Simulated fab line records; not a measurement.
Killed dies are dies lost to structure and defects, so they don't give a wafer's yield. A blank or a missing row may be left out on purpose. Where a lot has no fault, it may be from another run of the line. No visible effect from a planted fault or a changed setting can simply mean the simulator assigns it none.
Problem report, 8D (eight disciplines) form, completed by code    flow berkeley_cmos170    the parts of the form that need people (team, actions taken, sign-off) are left out

1. THE PROBLEM
At UCB170_M1_COAT_04, spin_speed_rpm averages 1554.0 rpm over 6 wafers from 2 lots, while fault-free wafers read 1500.0 rpm, standard deviation 1.1. That is +49 standard deviations from the usual mean.
The step: resist thk 900 nm.
Seen first at day 8 23:00 on litho_track-04, wafer L839.1. The record holds 42 wafers of 14 lots with a number at this step. The rule behind "out" and "out of limits": a value lying over 4 standard deviations away from the usual mean. The rest of the wafers with a number are treated as sound.

2. WHAT IT IS; WHAT IT IS NOT
question                     is                      is not
which readings at this step  spin_speed_rpm          dispense_pressure_kPa
which lots                   L838, L839              L831, L832, L833, L835, L837, L843, L844, L847, L849, L850, L853, L854
which wafers of those lots   all that have a number  -
read on which tools          litho_track-04          litho_track-02, litho_track-03
when                         from day 8 23:00        up to then (15 sound wafers); but 21 sound wafers of L843, L844, L847, L849, L850, L853, L854 came after

3. THE SUSPECTS, EACH WITH WHAT RULES IT OUT
Counting: a tool at any process step up to the reading remains a suspect when it ran all the lots that are out and ran no sound lot after the first of those.
- litho_track-04 at UCB170_M1_COAT_04 (resist thk 900 nm): kept. It processed each lot that is out, first L839 at day 8 23:00, and no sound lot thereafter; up to then, the last sound lot it processed was L835 at day 8 03:00. Out on those wafers are its own readings of spin_speed_rpm.
After counting, what remains is litho_track-04 at UCB170_M1_COAT_04.

4. THE CAUSE (what the simulator had put in)
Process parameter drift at UCB170_M1_COAT_04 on litho_track-04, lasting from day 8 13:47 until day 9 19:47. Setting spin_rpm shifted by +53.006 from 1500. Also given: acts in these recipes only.
The count eliminated every tool but this one.

5. SEQUENCE OF EFFECTS, ordered by route
Each row: a reading whose mean over the struck wafers that have a number lies more than 3 standard deviations from the usual. Readings are gone through only where the record gives a usual standard deviation; hours: the median, over the lots, of the time from a lot's start at the first step in this table giving one to that lot's start at this step; sigmas: the change measured in usual standard deviations.
hours  step               reading         usual       on struck wafers  change  sigmas
0      UCB170_M1_COAT_04  spin_speed_rpm  1500.0 rpm  1554.0            +54.0   +49
Process steps it contains:
- UCB170_M1_COAT_04: resist thk 900 nm.

6. HOW IT WOULD HAVE BEEN CAUGHT EARLIER
In this record no reading fell out of limits until day 8 23:00, 9 hours after the fault had begun at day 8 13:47.
